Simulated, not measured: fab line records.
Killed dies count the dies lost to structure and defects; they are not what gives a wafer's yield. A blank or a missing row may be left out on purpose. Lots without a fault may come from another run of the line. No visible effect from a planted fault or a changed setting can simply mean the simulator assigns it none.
Problem report, 8D (eight disciplines) form, completed by code | flow rit-cmos | the parts of the form that need people (team, actions taken, sign-off) are left out

## 1. THE PROBLEM
At RIT_PLDD_STRIP_09, o2-flow-sccm averages 3202 sccm over 6 wafers from 2 lots, while fault-free wafers read 4001 sccm, standard deviation 11. That is -73 standard deviations from the usual mean.
The step: strips in O2, time 180 s.
Earliest sighting: wafer L463.1 on plasma-asher-02 at day 5 19:21. The record has a number at this step for 42 wafers belonging to 14 lots. Rule for "out", or "out of limits": more than 4 standard deviations from the usual mean. The rest of the wafers with a number are treated as sound.

## 2. WHAT IT IS AND WHAT IT IS NOT
question                    | is                     | is not
which readings at this step | o2-flow-sccm           | drypump-motor-current-A
which lots                  | L463, L464             | L449, L450, L452, L453, L456, L458, L459, L465, L467, L468, L469, L471
which wafers of those lots  | all that have a number | -
read on which tools         | plasma-asher-02        | plasma-asher-01, plasma-asher-03
when                        | from day 5 19:21       | up to then (21 sound wafers); but 15 sound wafers of L465, L467, L468, L469, L471 came after

## 3. THE SUSPECTS, EACH WITH WHAT RULES IT OUT
Counting: any tool at a process step up to the reading is kept as a suspect provided that every lot that is out went through it and no sound lot did after the first of them.
- plasma-asher-02 at RIT_PLDD_STRIP_09 (strips in O2, time 180 s): kept. It processed each lot that is out, first L463 at day 5 19:21, and no sound lot thereafter; up to then, the last sound lot it processed was L459 at day 4 21:55. Its own readings are out on those wafers: o2-flow-sccm.
After counting, what remains is plasma-asher-02 at RIT_PLDD_STRIP_09.

## 4. THE CAUSE (what the simulator had put in)
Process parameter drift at RIT_PLDD_STRIP_09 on plasma-asher-02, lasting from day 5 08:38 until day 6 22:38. The setting o2-flow-sccm was moved by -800, starting from 4000. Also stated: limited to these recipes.
The count eliminated every tool but this one.

## 5. THE CHAIN OF EFFECTS, in route order
One row per reading whose mean, taken over the struck wafers that have a number, lies over 3 standard deviations from the usual. Only readings whose record carries a usual standard deviation are examined. hours: median over the lots of the time between each lot's start at the first step of this table that gives one and its start at this step. sigmas: the change, counted in usual standard deviations.
hours | step              | reading      | usual     | on struck wafers | change | sigmas
0     | RIT_PLDD_STRIP_09 | o2-flow-sccm | 4001 sccm | 3202             | -799   | -73
Its process steps:
- RIT_PLDD_STRIP_09: strips in O2, time 180 s.

## 6. HOW IT WOULD HAVE BEEN CAUGHT EARLIER
The fault began at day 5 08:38; the first out-of-limits reading in this record came at day 5 19:21, 11 hours later.
